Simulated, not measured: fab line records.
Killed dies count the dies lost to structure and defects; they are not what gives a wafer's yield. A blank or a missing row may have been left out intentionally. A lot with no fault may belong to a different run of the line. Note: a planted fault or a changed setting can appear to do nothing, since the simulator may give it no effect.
The tool behind it: which one? -- flow berkeley cmos170 -- 42 wafers from 14 lots sampled at 3 of the route's 331 steps

## WHAT THE GAUGES SHOWED, per wafer
UCB170_SILICIDE_RS_MEAS_02: measures by four-point-probe.
lot,measured,on,SILICIDE_TI_RS (ohm/sq)
L665,day 7 08:14,film metro-03,26.4 26.0 26.2
L663,day 7 08:25,film metro-04,25.5 25.4 25.6
L666,day 7 08:25,film metro-03,25.9 26.1 26.0
L669,day 8 07:37,film metro-03,26.5 25.9 26.2
L668,day 8 08:50,film metro-03,26.2 25.9 25.9
L674,day 9 04:23,film metro-04,25.6 25.8 25.9
L673,day 9 04:51,film metro-03,25.6 25.4 25.8
L676,day 9 22:55,film metro-04,21.2 20.8 21.2
L678,day 9 23:23,film metro-03,25.5 25.5 25.5
L679,day 10 10:59,film metro-03,21.3 21.3 21.3
L682,day 10 16:31,film metro-03,26.8 26.6 26.6
L683,day 10 17:00,film metro-01,25.6 25.8 25.5
L685,day 11 10:38,film metro-03,25.6 25.5 25.8
L684,day 11 10:41,film metro-01,26.4 26.2 26.3

UCB170_SILICIDE_THK_MEAS_03: measures by xrf.
lot,measured,on,SILICIDE_TI_THK (nm)
L665,day 7 08:20,film metro-03,29.5 29.8 29.7
L663,day 7 08:31,film metro-04,30.4 30.4 30.3
L666,day 7 08:31,film metro-03,29.9 29.7 29.8
L669,day 8 07:42,film metro-03,29.3 29.9 29.7
L668,day 8 08:56,film metro-03,29.7 30.0 29.9
L674,day 9 04:30,film metro-04,30.3 30.1 30.0
L673,day 9 04:58,film metro-03,30.3 30.5 30.0
L676,day 9 23:02,film metro-04,35.6 36.1 35.7
L678,day 9 23:29,film metro-03,30.3 30.5 30.3
L679,day 10 11:06,film metro-03,35.8 35.7 35.8
L682,day 10 16:37,film metro-03,29.3 29.4 29.5
L683,day 10 17:05,film metro-01,30.4 30.3 30.4
L685,day 11 10:44,film metro-03,30.5 30.6 30.4
L684,day 11 10:47,film metro-01,29.9 29.7 29.8

## WHAT TOOL EACH LOT RAN ON (gives the tool, then ch and the chambers of the sampled wafers, and finally the start)
lot,UCB170_SILICIDE_SPUTTER_01
L665,"pvd sputter-01, day 7 08:11"
L663,"pvd sputter-03, day 7 08:21"
L666,"pvd sputter-04, day 7 08:22"
L669,"pvd sputter-03, day 8 07:31"
L668,"pvd sputter-03, day 8 08:47"
L674,"pvd sputter-03, day 9 04:20"
L673,"pvd sputter-01, day 9 04:47"
L676,"pvd sputter-03, day 9 22:52"
L678,"pvd sputter-01, day 9 23:19"
L679,"pvd sputter-03, day 10 10:57"
L682,"pvd sputter-04, day 10 16:26"
L683,"pvd sputter-01, day 10 16:55"
L685,"pvd sputter-01, day 11 10:34"
L684,"pvd sputter-04, day 11 10:38"
- UCB170_SILICIDE_SPUTTER_01: material Ti, target thk 30 nm, time 25 s.

## WHAT THE TOOLS THEMSELVES READ (means of the sampled wafers that have a number; where no wafer has one, the mark that the record gives instead)
UCB170_SILICIDE_SPUTTER_01.
lot,tool,throttle valve pct (%)
L665,pvd sputter-01,30.4
L663,pvd sputter-03,29.5
L666,pvd sputter-04,30.7
L669,pvd sputter-03,29.1
L668,pvd sputter-03,29.1
L674,pvd sputter-03,29.4
L673,pvd sputter-01,30.1
L676,pvd sputter-03,29.4
L678,pvd sputter-01,29.9
L679,pvd sputter-03,29.0
L682,pvd sputter-04,30.3
L683,pvd sputter-01,29.7
L685,pvd sputter-01,30.0
L684,pvd sputter-04,30.1

## THE ANSWER, worked out from the rows above alone
Rule: the usual values come from the lots themselves. The widest of any qualifying gaps counts: lots, ordered by their means at a reading, are off when they make up no more than a third of the lots, leave a main group of 4 or more, and stand apart from it by 3 or more times the standard deviation of that group's means. Not used: any main group whose means are identical at the precision the tables above print for the reading. Also off: a lot with no number at a reading for which 4 or more lots have one. The other lots that the step has rows for count as sound. Order of review: gauges by route order, followed by the tools' own readings, for which a lot's mean as printed above is used. At the first step where some lot is off, the reading lying furthest off is the one used; lots without a number count as furthest.
Off: L676, L679, seen at UCB170_SILICIDE_RS_MEAS_02 (SILICIDE_TI_RS). The main group has a mean of 25.9 ohm/sq with a standard deviation of 0.36.
A tool fits if, at a process step before that reading, it ran every lot that is off, and no sound lot after the first of them. Gauges at UCB170_SILICIDE_RS_MEAS_02: tried the same way as those tools. One candidate fits, namely pvd sputter-03 at UCB170_SILICIDE_SPUTTER_01. Its last sound lot is L674 (day 9 04:20), its first lot that is off L676 (day 9 22:52): a fault that began between those two fits.

## WHAT THE SIMULATOR HAD PUT IN
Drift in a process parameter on pvd sputter-03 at UCB170_SILICIDE_SPUTTER_01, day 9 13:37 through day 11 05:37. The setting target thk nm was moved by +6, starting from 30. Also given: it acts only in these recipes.
Struck lots among those shown: L676, L679. This agrees with what the rule above found.
